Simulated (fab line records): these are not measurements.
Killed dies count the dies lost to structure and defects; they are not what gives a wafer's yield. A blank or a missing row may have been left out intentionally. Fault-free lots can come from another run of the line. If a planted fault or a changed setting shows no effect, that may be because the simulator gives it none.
fab line records | flow rit_cmos
record: lots: 6 wafers: 18 last_day: 6
route steps=202 shown ACTIVE@1 M1@202
lots untouched by any fault: they come from a run of this same line in which no faults occurred
start_h: start of the lot's first displayed wafer, in hours after the record's first day | wait_h: hours from the lot's prior step to this one | " repeats the value in the row above | L1.1+2: one row covering several wafers at once | - either no value or no given start | * or withheld: withheld | < > ~ a bound
route shown NAME@n: NAME is a module with steps in the file, n the number in the route of the first one | usual: mean/standard deviation taken from wafers without a fault | same: alike in all rows | chamber/n: place in a boat | sites: readings site by site | _std_site: the values' standard deviation | _edge_site: outer sites' mean less inner sites' | radius_mm: how far each site lies from the wafer's centre | mask NAME#n: copy n | behind: the tool/chamber that last shaped the wafer | hold: the reason the lot was held/the length of the hold in hours/how it ended | device: names the non-switching transistor (n, p or np) | end of line: the same wafers' tests at the end of the route | where a step has no rows: the recipe by itself | killed: at the first sort, the dies lost to defects and structure; wafer yield is something else | map: dies across one wafer; x = killed, . = not, _ = none there
set.NAME: the setting that was run; set.NAME@STEP: the one run at that earlier step | model.NAME: the simulator's own value behind a step, which no gauge read
lots at selected steps of the route; one table per step, one row per wafer
== steps ==
step: RIT_ACTIVE_BOW_MEAS_00
recipe: mode: bow
usual: INCOMING_BOW: 0/6.4
columns lot.wafer tool chamber start_h wait_h INCOMING_BOW[um]
L811.2 film_metro-04 - 30.02 - 2
L811.4 " - " " 12
L811.5 " - " " 5
L812.2 film_metro-04 - 35.02 - -5
L812.4 " - " " -5
L812.5 " - " " -1
L814.1 film_metro-04 - 45.00 - -7
L814.2 " - " " 4
L814.5 " - " " -11
L819.2 film_metro-03 - 70.02 - 3
L819.4 " - " " 9
L819.5 " - " " 1
L821.4 film_metro-04 - 80.06 - -10
L821.5 " - " " -1
L821.6 " - " " 4
L823.1 film_metro-04 - 90.00 - -17
L823.2 " - " " -3
L823.3 " - " " 3
step: RIT_ACTIVE_OXIDATION_01
recipe: temp_c: 1000 ambient: O2 target_thk_a: 468 ox_time_s: 3360
step: RIT_ACTIVE_THK_MEAS_02
recipe: reads: SiO2_of_ACTIVE_OXIDATION_01
usual: ACTIVE_OXIDE_THK: 46.6/0.79
columns lot.wafer tool chamber start_h wait_h ACTIVE_OXIDE_THK[nm]
L811.2 film_metro-01 - 32.06 0.0 46.5
L811.4 " - " " 48.1
L811.5 " - " " 47.9
L812.2 film_metro-04 - 37.06 0.0 47.9
L812.4 " - " " 46.8
L812.5 " - " " 48.0
L814.1 film_metro-01 - 47.05 0.0 45.2
L814.2 " - " " 46.2
L814.5 " - " " 46.3
L819.2 film_metro-04 - 72.06 0.0 44.7
L819.4 " - " " 44.7
L819.5 " - " " 45.7
L821.4 film_metro-03 - 82.08 0.0 46.8
L821.5 " - " " 47.1
L821.6 " - " " 46.3
L823.1 film_metro-01 - 92.05 0.0 44.9
L823.2 " - " " 44.7
L823.3 " - " " 45.2
step: RIT_ACTIVE_CVD_03
recipe: material: Si3N4 target_thk_nm: 150 temp_c: 810 precursor: SiH2Cl2/NH3 time_s: 1500 pressure_mtorr: 300 sih2cl2_flow_sccm: 60 nh3_flow_sccm: 150
step: RIT_ACTIVE_THK_MEAS_04
recipe: reads: Si3N4_of_ACTIVE_CVD_03
usual: ACTIVE_NITRIDE_THK: 149.1/1.3
columns lot.wafer tool chamber start_h wait_h ACTIVE_NITRIDE_THK[nm]
L811.2 film_metro-04 - 33.54 0.0 150.5
L811.4 " - " " 150.5
L811.5 " - " " 149.3
L812.2 film_metro-01 - 38.54 0.0 148.9
L812.4 " - " " 150.5
L812.5 " - " " 149.1
L814.1 film_metro-04 - 48.53 0.0 148.9
L814.2 " - " " 151.1
L814.5 " - " " 148.6
L819.2 film_metro-03 - 73.54 0.0 149.9
L819.4 " - " " 150.9
L819.5 " - " " 149.0
L821.4 film_metro-04 - 83.56 0.0 147.4
L821.5 " - " " 148.5
L821.6 " - " " 147.9
L823.1 film_metro-04 - 94.24 0.0 149.9
L823.2 " - " " 149.0
L823.3 " - " " 148.5
step: RIT_ACTIVE_HMDS_05
recipe: prime_time_s: 60 prime_temp_c: 140
step: RIT_ACTIVE_COAT_06
recipe: resist: NOVOLAK spin_rpm: 3250 resist_thk_nm: 1000
step: RIT_ACTIVE_SOFTBAKE_07
recipe: resist: NOVOLAK temp_c: 90 time_s: 60
step: RIT_ACTIVE_EXPOSE_08
recipe: mask_id: M1 na: 0.6 source_shape: conventional sigma_outer: 0.6 target_cd_nm: 1400 dose_mj: 225
step: RIT_ACTIVE_PEB_09
recipe: resist: NOVOLAK temp_c: withheld time_s: withheld
step: RIT_ACTIVE_DEVELOP_10
recipe: resist: NOVOLAK develop_time_s: 50 dev_temp_c: 23
usual: developer_temp_C: 23.00/0.11
same: develop_time_s: 50
columns lot.wafer tool chamber start_h wait_h developer_temp_C
L811.2 litho_track-02 0 34 - 22.98
L811.4 " 0 " " 22.86
L811.5 " 0 " " 23.03
L812.2 litho_track-02 0 39 - 22.90
L812.4 " 0 " " 22.89
L812.5 " 0 " " 23.02
L814.1 litho_track-02 0 49 - 20.65
L814.2 " 0 " " 20.70
L814.5 " 0 " " 20.72
L819.2 litho_track-02 0 74 - 20.96
L819.4 " 0 " " 20.88
L819.5 " 0 " " 20.92
L821.4 litho_track-04 0 84 - 23.06
L821.5 " 0 " " 23.16
L821.6 " 0 " " 23.10
L823.1 litho_track-01 0 95 - 22.96
L823.2 " 0 " " 22.90
L823.3 " 0 " " 22.96
step: RIT_ACTIVE_CD_MEAS_11
recipe: target_cd_nm: 1400
usual: cd_nm: 1400.3/1.7
columns lot.wafer tool chamber start_h wait_h cd_nm
L811.2 cd_sem-02 - 34.46 - 1400.0
L811.4 " - " " 1398.5
L811.5 " - " " 1400.3
L812.2 cd_sem-01 - 39.46 - 1400.8
L812.4 " - " " 1399.3
L812.5 " - " " 1402.5
L814.1 cd_sem-01 - 49.56 - 1391.6
L814.2 " - " " 1393.0
L814.5 " - " " 1392.4
L819.2 cd_sem-01 - 74.58 - 1394.8
L819.4 " - " " 1393.3
L819.5 " - " " 1393.5
L821.4 cd_sem-02 - 84.64 - 1398.6
L821.5 " - " " 1398.4
L821.6 " - " " 1398.9
L823.1 cd_sem-01 - 95.27 - 1402.3
L823.2 " - " " 1402.5
L823.3 " - " " 1403.5
step: RIT_ACTIVE_HARDBAKE_12
recipe: resist: NOVOLAK temp_c: 140 time_s: 60
step: RIT_M1_PROBE_99
usual: killed_at_front_end: 7/3 killed_dies: 7/3 killed_open: 3.5/2 killed_short: 3.6/2.1
same: gross_dies: 264 killed_at_M0_to_M3: 0 killed_at_M4_up: 0 killed_at_back_side: 0 killed_at_contacts: 0 killed_at_other: 0
columns lot.wafer tool chamber start_h wait_h killed_at_front_end killed_dies killed_open killed_short
L811.2 prober-01 - 76.02 0.1 11 11 5 6
L811.4 prober-01 - 76.12 0.2 8 8 1 7
L811.5 prober-01 - 76.17 0.2 12 12 5 7
L812.2 prober-02 - 83.49 0.1 7 7 5 2
L812.4 prober-02 - 83.59 0.2 6 6 4 2
L812.5 prober-02 - 83.64 0.2 15 15 8 7
L814.1 prober-02 - 92.74 0.1 10 10 5 5
L814.2 prober-02 - 92.79 0.1 6 6 2 4
L814.5 prober-02 - 92.94 0.2 7 7 4 3
L819.2 prober-01 - 118.94 0.1 7 7 4 3
L819.4 prober-01 - 119.04 0.2 4 4 2 2
L819.5 prober-01 - 119.09 0.2 11 11 5 6
L821.4 prober-01 - 129.14 0.2 6 6 6 0
L821.5 prober-01 - 129.19 0.2 12 12 6 6
L821.6 prober-01 - 129.24 0.2 7 7 4 3
L823.1 prober-01 - 139.22 0.1 6 6 1 5
L823.2 prober-01 - 139.27 0.1 4 4 1 3
L823.3 prober-01 - 139.32 0.2 11 11 6 5
killed by level:class
L811.2 REOX:geometric_particle:short=3 GATE:geometric_particle:open=2 FOX1:geometric_particle:open=1 FOX1:geometric_particle:short=1 GATE:geometric_particle:short=1 REOX:geometric_particle:open=1 SPACER:geometric_particle:short=1 SILICIDE:geometric_particle:open=1
L811.4 FOX2:geometric_particle:short=3 SILICIDE:geometric_particle:short=2 FOX2:geometric_particle:open=1 GATE:geometric_particle:short=1 SPACER:geometric_particle:short=1
L811.5 GATE:geometric_particle:short=4 GATE:geometric_particle:open=2 REOX:geometric_particle:short=2 REOX:geometric_particle:open=2 FOX2:geometric_particle:open=1 SILICIDE:geometric_particle:short=1
L812.2 GATE:geometric_particle:open=3 FOX1:geometric_particle:open=1 FOX1:geometric_particle:short=1 SILICIDE:geometric_particle:short=1 SILICIDE:geometric_particle:open=1
L812.4 FOX1:geometric_particle:short=2 GATE:geometric_particle:open=2 SPACER:geometric_particle:open=1 SILICIDE:geometric_particle:open=1
L812.5 SILICIDE:geometric_particle:short=4 FOX2:geometric_particle:open=3 SILICIDE:geometric_particle:open=2 FOX1:geometric_particle:open=1 FOX2:geometric_particle:short=1 GATE:geometric_particle:open=1 GATE:geometric_particle:short=1 REOX:geometric_particle:open=1
L814.1 GATE:geometric_particle:short=3 GATE:geometric_particle:open=3 FOX2:geometric_particle:short=2 SILICIDE:geometric_particle:open=2
L814.2 FOX1:geometric_particle:short=2 FOX1:geometric_particle:open=1 GATE:geometric_particle:short=1 REOX:geometric_particle:open=1 SPACER:geometric_particle:short=1
L814.5 REOX:geometric_particle:open=2 FOX1:geometric_particle:open=1 FOX2:geometric_particle:open=1 FOX2:geometric_particle:short=1 GATE:geometric_particle:short=1 SPACER:geometric_particle:short=1
L819.2 FOX1:geometric_particle:short=2 FOX1:geometric_particle:open=2 FOX2:geometric_particle:open=1 GATE:geometric_particle:short=1 SILICIDE:geometric_particle:open=1
L819.4 REOX:geometric_particle:short=2 REOX:geometric_particle:open=1 SPACER:geometric_particle:open=1
L819.5 GATE:geometric_particle:short=4 GATE:geometric_particle:open=2 SILICIDE:geometric_particle:open=2 FOX2:geometric_particle:open=1 REOX:geometric_particle:short=1 SPACER:geometric_particle:short=1
L821.4 GATE:geometric_particle:open=2 SPACER:geometric_particle:open=2 SILICIDE:geometric_particle:open=2
L821.5 GATE:geometric_particle:open=3 FOX1:geometric_particle:short=2 FOX1:geometric_particle:open=1 GATE:geometric_particle:short=1 REOX:geometric_particle:open=1 REOX:geometric_particle:short=1 SPACER:geometric_particle:open=1 SPACER:geometric_particle:short=1
L821.6 GATE:geometric_particle:short=2 FOX2:geometric_particle:short=1 FOX2:geometric_particle:open=1 GATE:geometric_particle:open=1 SPACER:geometric_particle:open=1 SILICIDE:geometric_particle:open=1
L823.1 FOX1:geometric_particle:short=2 REOX:geometric_particle:short=2 FOX2:geometric_particle:short=1 REOX:geometric_particle:open=1
L823.2 GATE:geometric_particle:short=2 SPACER:geometric_particle:short=1 SPACER:geometric_particle:open=1
L823.3 SPACER:geometric_particle:short=4 GATE:geometric_particle:open=3 SPACER:geometric_particle:open=2 FOX1:geometric_particle:short=1 REOX:geometric_particle:open=1
== key ==
first_sign: step: RIT_ACTIVE_DEVELOP_10 reading: developer_temp_C direction: down sigmas: 21 usual: * struck: *
effect: step: RIT_ACTIVE_CD_MEAS_11 reading: cd_nm direction: down sigmas: 4.2 usual: 1400.3 struck: 1393.1 through: control_loop
met_at RIT_ACTIVE_DEVELOP_10
struck_wafers L814.1,L814.2,L814.5,L819.2,L819.4,L819.5
tester_left_out L814,L819
loop_trim: step: RIT_ACTIVE_EXPOSE_08 setting: dose lots: L819
onset_between 39 49
fault: kind: process_parameter_drift tool: litho_track-02 chamber: - onset_h: 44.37 steps: RIT_ACTIVE_DEVELOP_10 channel: dev_temp_c offset: * shape: step end_h: 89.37 acts_in: * stated: *
tester_left_out: of these lots the tester's yield and bins aren't shown, on N5 and GAA mostly nor the transistor test; their killed dies are dies lost to structure and defects alone, not to doping, threshold or leakage, so they don't give the yield
loop_trim: a control loop set the setting to another value than it would have without faults
